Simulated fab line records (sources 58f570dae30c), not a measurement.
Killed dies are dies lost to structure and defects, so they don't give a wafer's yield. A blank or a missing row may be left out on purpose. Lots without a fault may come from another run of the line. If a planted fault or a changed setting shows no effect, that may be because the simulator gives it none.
Split-lot trial :: flow berkeley_cmos170 :: 27 wafers read across 5 lots, on a route 331 steps long

ON THE SPLIT
At UCB170_M1_METAL_ETCH_12 (etches Al in Cl2/BCl3, stops on PSG, target depth 780 nm, time 130 s), the setting time_s was moved away from the recipe's 130 s on 9 of the 27 wafers read, by +19.0% to +44.7%. The other wafers ran this setting at the recipe's value.

FROM SPLIT TO READING: 1 step shown by the file between the two
- UCB170_M1_STRIP_13: strips in O2

THE READING
Shown in nm: cd_nm at UCB170_M1_CD_MEAS_90, with target cd 700 nm. On this fab line, fault-free wafers typically give 699 nm with a standard deviation of 3.1 nm.

wafer: L076.1
tool, chamber at the split: rie_metal-04, 1
time_s as run, s: 130
against the recipe: recipe
cd_nm, nm: 701
against lot-mates on the recipe: -

wafer: L076.2
tool, chamber at the split: rie_metal-04, 0
time_s as run, s: 130
against the recipe: recipe
cd_nm, nm: 697
against lot-mates on the recipe: -

wafer: L076.3
tool, chamber at the split: rie_metal-04, 0
time_s as run, s: 159.5
against the recipe: +22.7%
cd_nm, nm: 690
against lot-mates on the recipe: -10

wafer: L076.4
tool, chamber at the split: rie_metal-04, 1
time_s as run, s: 130
against the recipe: recipe
cd_nm, nm: 703
against lot-mates on the recipe: -

wafer: L076.5
tool, chamber at the split: rie_metal-04, 0
time_s as run, s: 159.5
against the recipe: +22.7%
cd_nm, nm: 692
against lot-mates on the recipe: -8

wafer: L076.6
tool, chamber at the split: rie_metal-04, 1
time_s as run, s: 159.5
against the recipe: +22.7%
cd_nm, nm: 696
against lot-mates on the recipe: -4

wafer: L078.1
tool, chamber at the split: rie_metal-01, 0
time_s as run, s: 130
against the recipe: recipe
cd_nm, nm: 696
against lot-mates on the recipe: -

wafer: L078.2
tool, chamber at the split: rie_metal-01, 1
time_s as run, s: 130
against the recipe: recipe
cd_nm, nm: 696
against lot-mates on the recipe: -

wafer: L078.3
tool, chamber at the split: rie_metal-01, 1
time_s as run, s: 154.7
against the recipe: +19.0%
cd_nm, nm: 689
against lot-mates on the recipe: -7

wafer: L078.4
tool, chamber at the split: rie_metal-01, 0
time_s as run, s: 154.7
against the recipe: +19.0%
cd_nm, nm: 691
against lot-mates on the recipe: -5

wafer: L078.5
tool, chamber at the split: rie_metal-01, 1
time_s as run, s: 154.7
against the recipe: +19.0%
cd_nm, nm: 689
against lot-mates on the recipe: -7

wafer: L078.6
tool, chamber at the split: rie_metal-01, 0
time_s as run, s: 130
against the recipe: recipe
cd_nm, nm: 696
against lot-mates on the recipe: -

wafer: L085.2
tool, chamber at the split: rie_metal-02, 0
time_s as run, s: 130
against the recipe: recipe
cd_nm, nm: 699
against lot-mates on the recipe: -

wafer: L085.3
tool, chamber at the split: rie_metal-02, 0
time_s as run, s: 130
against the recipe: recipe
cd_nm, nm: 701
against lot-mates on the recipe: -

wafer: L085.5
tool, chamber at the split: rie_metal-02, 1
time_s as run, s: 130
against the recipe: recipe
cd_nm, nm: 700
against lot-mates on the recipe: -

wafer: L082.1
tool, chamber at the split: rie_metal-01, 0
time_s as run, s: 130
against the recipe: recipe
cd_nm, nm: 700
against lot-mates on the recipe: -

wafer: L082.2
tool, chamber at the split: rie_metal-01, 1
time_s as run, s: 130
against the recipe: recipe
cd_nm, nm: 697
against lot-mates on the recipe: -

wafer: L082.3
tool, chamber at the split: rie_metal-01, 1
time_s as run, s: 130
against the recipe: recipe
cd_nm, nm: 699
against lot-mates on the recipe: -

wafer: L082.4
tool, chamber at the split: rie_metal-01, 0
time_s as run, s: 130
against the recipe: recipe
cd_nm, nm: 698
against lot-mates on the recipe: -

wafer: L082.5
tool, chamber at the split: rie_metal-01, 0
time_s as run, s: 130
against the recipe: recipe
cd_nm, nm: 698
against lot-mates on the recipe: -

wafer: L082.6
tool, chamber at the split: rie_metal-01, 1
time_s as run, s: 130
against the recipe: recipe
cd_nm, nm: 700
against lot-mates on the recipe: -

wafer: L080.1
tool, chamber at the split: rie_metal-04, 0
time_s as run, s: 130
against the recipe: recipe
cd_nm, nm: 701
against lot-mates on the recipe: -

wafer: L080.2
tool, chamber at the split: rie_metal-04, 1
time_s as run, s: 188.1
against the recipe: +44.7%
cd_nm, nm: 692
against lot-mates on the recipe: -10

wafer: L080.3
tool, chamber at the split: rie_metal-04, 1
time_s as run, s: 188.1
against the recipe: +44.7%
cd_nm, nm: 691
against lot-mates on the recipe: -11

wafer: L080.4
tool, chamber at the split: rie_metal-04, 0
time_s as run, s: 130
against the recipe: recipe
cd_nm, nm: 702
against lot-mates on the recipe: -

wafer: L080.5
tool, chamber at the split: rie_metal-04, 0
time_s as run, s: 130
against the recipe: recipe
cd_nm, nm: 702
against lot-mates on the recipe: -

wafer: L080.6
tool, chamber at the split: rie_metal-04, 1
time_s as run, s: 188.1
against the recipe: +44.7%
cd_nm, nm: 690
against lot-mates on the recipe: -12

FIT RESULTS
A straight line over all 27 wafers: cd_nm changes by -0.227 nm for each +1% of time_s; r = -0.78; the points scatter about the line by 2.8 nm.
The same after taking each lot's own level away (the mean of its wafers on the recipe; 27 wafers): -0.261 nm for each +1%; r = -0.93; scatter 1.7 nm.
Per that fit: largest time_s move, reading shift of 12 nm.
From 696.0 to 701.7 nm: that is the span of the lots' own levels, equal to 1.8 times the standard deviation above.
So the lot-to-lot level blurs the effect unless lot-mates are compared.
Check: with one of the wafers moved furthest among these (+44.7%) left out of the fit, the line predicts -12.6 nm for it against its lot-mates. It came out at -9.67 nm against them.

THE OTHER SPLITS THESE WAFERS WENT THROUGH
Note: prior to the reading, these wafers also went through further splits. Each is held against what the fit with the lots' levels taken away leaves over:
other split on the same wafers: UCB170_START_OXIDATION_02 ox_time_s
wafers away from the commonest value: 21
r with cd_nm (lot level and that fit taken away): -0.13

THE WHOLE CHAIN: every reading that the file lists as answering this split, in the file's order
step: UCB170_M1_METAL_ETCH_12
what it does: etches Al in Cl2/BCl3, stops on PSG, target depth 780 nm, time 130 s
reading: KrF_of_M1_COAT_04.thk_nm (the simulator's own value, which no gauge read)
change (the file's fit): -4.59 nm for each +1% of the setting
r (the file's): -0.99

step: UCB170_M1_METAL_ETCH_12
what it does: etches Al in Cl2/BCl3, stops on PSG, target depth 780 nm, time 130 s
reading: M1.feature_depth_nm (the simulator's own value, which no gauge read)
change (the file's fit): +0.551 nm for each +1% of the setting
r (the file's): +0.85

step: UCB170_M1_STRIP_13
what it does: strips in O2
reading: oes_product_au
change (the file's fit): -0.00286 a.u. for each +1% of the setting
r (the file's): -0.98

step: UCB170_M1_CD_MEAS_90
what it does: target cd 700 nm
reading: cd_nm
change (the file's fit): -0.268 nm for each +1% of the setting
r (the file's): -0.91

THE FILE'S OWN FIT
cd_nm changes by -0.268 nm for each +1% of time_s, r = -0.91.
